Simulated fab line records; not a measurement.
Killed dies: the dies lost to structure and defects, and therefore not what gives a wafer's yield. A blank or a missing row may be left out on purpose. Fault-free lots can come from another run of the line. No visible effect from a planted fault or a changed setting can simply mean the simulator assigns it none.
Which tool did it? | flow berkeley-cmos170 | 7 lots, 21 wafers sampled, at 3 steps of a route of 331

## WHAT THE GAUGES SHOWED, per wafer
UCB170_M1_CD_MEAS_90: target cd 700 nm.
lot  | measured     | on        | cd-nm (nm)
L777 | day 8 12:04  | cd-sem-01 | 701.8 700.9 703.0
L780 | day 8 21:53  | cd-sem-01 | 702.4 701.9 703.5
L782 | day 9 17:43  | cd-sem-01 | 702.6 703.1 698.6
L785 | day 10 02:24 | cd-sem-02 | 700.3 698.2 707.7
L789 | day 11 06:29 | cd-sem-01 | 705.5 701.2 705.7
L798 | day 12 08:44 | cd-sem-02 | 700.8 700.7 701.0
L797 | day 12 10:52 | cd-sem-01 | 700.6 701.8 698.3

## WHAT TOOL EACH LOT RAN ON (gives the tool, then ch and the chambers of the sampled wafers, and finally the start)
lot  | UCB170_M1_METAL_ETCH_12           | UCB170_M1_STRIP_13
L777 | rie-metal-04 ch 0, day 8 11:43    | plasma-asher-01 ch 0,1, day 8 11:58
L780 | rie-metal-04 ch 0,1, day 8 21:40  | plasma-asher-02 ch 0, day 8 21:47
L782 | rie-metal-04 ch 0,1, day 9 17:29  | plasma-asher-02 ch 0,1, day 9 17:37
L785 | rie-metal-02 ch 0,1, day 10 02:10 | plasma-asher-01 ch 0,1, day 10 02:18
L789 | rie-metal-01 ch 0,1, day 11 06:15 | plasma-asher-02 ch 0,1, day 11 06:23
L798 | rie-metal-01 ch 0,1, day 12 08:31 | plasma-asher-01 ch 0,1, day 12 08:38
L797 | rie-metal-01 ch 0,1, day 12 10:38 | plasma-asher-04 ch 0,1, day 12 10:45
- UCB170_M1_METAL_ETCH_12: etches Al in Cl2/BCl3, stops on PSG, target depth 780 nm, time 130 s.
- UCB170_M1_STRIP_13: strips in O2.

## THE ANSWER, worked out from the rows above alone
Rule: the usual values come from the lots themselves. The widest of any qualifying gaps counts: lots, ordered by their means at a reading, are off when they make up no more than a third of the lots, leave a main group of 4 or more, and stand apart from it by 3 or more times the standard deviation of that group's means. A main group is skipped when, at the precision printed for the reading in the tables above, its means are all equal. Also off: a lot with no number at a reading for which 4 or more lots have one. Where the step has rows for the other lots, those lots are counted as sound.
No lot is off on any of the readings shown, so nothing can be concluded from this.

## WHAT THE SIMULATOR HAD PUT IN
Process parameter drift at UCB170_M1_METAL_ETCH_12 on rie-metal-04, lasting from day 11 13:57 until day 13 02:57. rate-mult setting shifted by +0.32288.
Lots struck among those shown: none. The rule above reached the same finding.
